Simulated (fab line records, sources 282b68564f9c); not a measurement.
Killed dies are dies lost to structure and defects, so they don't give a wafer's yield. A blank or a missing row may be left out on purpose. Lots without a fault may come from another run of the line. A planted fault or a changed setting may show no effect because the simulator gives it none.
A struck lot beside a sound one | flow rit_cmos | 15 steps out of a route of 202
Sound: wafers L341.3, L341.4, L341.6. Struck: wafers L356.2, L356.3, L356.4. The cause comes at the end.
At each step with rows: each side's tool, then ch and its chambers, then its first start. Under that, the readings that differ: sound wafers | struck wafers | difference of the means | sigmas: that difference in standard deviations of wafers without a fault.
alike: readings whose means differ by less than 2 such deviations, and words and numbers that are the same on both sides. not compared: withheld readings, readings that some wafer has no value for, bounds like >300 that may hide the same value, and numbers for which the record gives no deviation and whose values overlap.
The two part at a step that has a row with sigmas, a row that says differs or no value, or rows on one side only. Numbers that don't overlap but have no deviation are shown without sigmas and don't part them. A reading that every wafer of one side lacks parts them only if that side has two wafers or more.

first, 1 step without rows for these wafers: RIT_CONTACT_CLEAN_14 (cleans in SC2, time 600 s).
RIT_M1_SPUTTER_00: material Al, target thk 400 nm, time 500 s.
  sound on pvd_sputter-04, day 3 16:30; struck on pvd_sputter-04, day 6 19:31
  alike: chamber_pressure_pa, throttle_valve_pct
RIT_M1_RS_MEAS_01: measures by four-point-probe.
  sound on film_metro-04, day 3 16:51; struck on film_metro-01, day 6 19:50
  alike: M1_AL_RS
RIT_M1_THK_MEAS_02: measures by xrf.
  sound on film_metro-04, day 3 16:57; struck on film_metro-01, day 6 19:56
  alike: M1_AL_THK
then, 6 steps without rows for these wafers: RIT_M1_HMDS_03 (prime time 60 s); RIT_M1_COAT_04 (resist thk 1310 nm); RIT_M1_SOFTBAKE_05 (time 60 s); RIT_M1_EXPOSE_06 (exposes mask M12, target cd 2600 nm); RIT_M1_PEB_07; RIT_M1_DEVELOP_08 (develop time 70.86 s).
RIT_M1_CD_MEAS_09: target cd 2600 nm.
  sound on cd_sem-02, day 3 18:02; struck on cd_sem-02, day 6 21:01
  alike: cd_nm
RIT_M1_OVL_MEAS_10:
  sound on overlay-02, day 3 18:08; struck on overlay-02, day 6 21:07
  alike: M1_OVL
RIT_M1_HARDBAKE_11: time 120 s.
  sound on litho_track-01 ch 0, day 3 18:14; struck on litho_track-01 ch 0, day 6 21:11
  reading                  | sound                | struck               | difference | sigmas
  heater_power_total_W (W) | 52.01 52.08 52.09    | 52.40 52.45 52.48    | +0.38      | +6
  plate_temp_C (C)         | 139.82 139.89 140.08 | 140.95 141.11 141.02 | +1.10      | +7
RIT_M1_METAL_ETCH_12: etches Al in Cl2/BCl3, stops on SiO2, time 165 s, target depth 600 nm.
  sound on rie_metal-04 ch 0,1, day 3 18:28; struck on rie_metal-03 ch 0,1, day 6 21:24
  alike: drypump_motor_current_A, oes_product_au, throttle_valve_pct
  not compared: rf_hours_counter_h
RIT_M1_PROBE_99:
  the record has rows for the sound wafers here (prober-01, day 3 20:46) and none for the struck ones

WHERE THEY PART
First at RIT_M1_HARDBAKE_11; last, within this record, at RIT_M1_PROBE_99.

WHY: what the simulator had put in
Process parameter drift: litho_track-01, from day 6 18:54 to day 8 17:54, at RIT_M1_HARDBAKE_11. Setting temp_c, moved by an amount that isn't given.
